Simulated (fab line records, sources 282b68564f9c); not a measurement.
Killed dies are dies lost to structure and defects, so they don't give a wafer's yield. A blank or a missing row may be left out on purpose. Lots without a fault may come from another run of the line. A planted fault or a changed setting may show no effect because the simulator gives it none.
A struck lot beside a sound one | flow rit_cmos | 19 steps out of a route of 202
Sound: wafers L322.1, L322.3, L322.5. Struck: wafers L311.1, L311.2, L311.5. The cause comes at the end.
At each step with rows: each side's tool, then ch and its chambers, then its first start. Under that, the readings that differ: sound wafers | struck wafers | difference of the means | sigmas: that difference in standard deviations of wafers without a fault.
alike: readings whose means differ by less than 2 such deviations, and words and numbers that are the same on both sides. not compared: withheld readings, readings that some wafer has no value for, bounds like >300 that may hide the same value, and numbers for which the record gives no deviation and whose values overlap.
The two part at a step that has a row with sigmas, a row that says differs or no value, or rows on one side only. Numbers that don't overlap but have no deviation are shown without sigmas and don't part them. A reading that every wafer of one side lacks parts them only if that side has two wafers or more.

first, 6 steps without rows for these wafers: RIT_NWELL_HMDS_00 (prime time 60 s); RIT_NWELL_COAT_01 (resist thk 1300 nm); RIT_NWELL_SOFTBAKE_02 (time 60 s); RIT_NWELL_EXPOSE_03 (exposes mask M2, target cd 43900 nm); RIT_NWELL_PEB_04; RIT_NWELL_DEVELOP_05 (develop time 68 s).
RIT_NWELL_OVL_MEAS_06:
  sound on overlay-01, day 5 19:54; struck on overlay-02, day 3 13:59
  alike: NWELL_OVL
then, 2 steps without rows for these wafers: RIT_NWELL_HARDBAKE_07 (time 120 s); RIT_NWELL_IMPLANT_08.
RIT_NWELL_STRIP_09: strips in O2, time 180 s.
  sound on plasma_asher-01 ch 0,1, day 5 20:20; struck on plasma_asher-01 ch 0,1, day 3 14:29
  alike: drypump_motor_current_A
  not compared: rf_hours_counter_h
RIT_NWELL_TW_MEAS_10:
  sound on film_metro-02, day 5 20:31; struck on film_metro-03, day 3 14:40
  alike: NWELL_TW
then, 1 step without rows for these wafers: RIT_PWELL_HMDS_00 (prime time 60 s).
RIT_PWELL_COAT_01: resist thk 1300 nm.
  sound on litho_track-02 ch 0, day 5 20:43; struck on litho_track-01, day 3 15:07
  no value came back on the struck wafers for chill_plate_temp_C (C), dispense_pressure_kPa (kPa), spin_speed_rpm (rpm); on the sound wafers chill_plate_temp_C (C) reads 23.11 23.12 23.11
then, 4 steps without rows for these wafers: RIT_PWELL_SOFTBAKE_02 (time 60 s); RIT_PWELL_EXPOSE_03 (exposes mask M3, target cd 43700 nm); RIT_PWELL_PEB_04; RIT_PWELL_DEVELOP_05 (develop time 68 s).
RIT_PWELL_OVL_MEAS_06:
  sound on overlay-02, day 5 21:35; struck on overlay-02, day 3 15:51
  reading        | sound        | struck | difference                    | sigmas
  PWELL_OVL (nm) | 2.8 0.4 -0.7 | - - -  | no value on the struck wafers |
then, 1 step without rows for these wafers: RIT_PWELL_HARDBAKE_07 (time 120 s).

WHERE THEY PART
First at RIT_PWELL_COAT_01; last, within this record, at RIT_PWELL_OVL_MEAS_06.

WHY: what the simulator had put in
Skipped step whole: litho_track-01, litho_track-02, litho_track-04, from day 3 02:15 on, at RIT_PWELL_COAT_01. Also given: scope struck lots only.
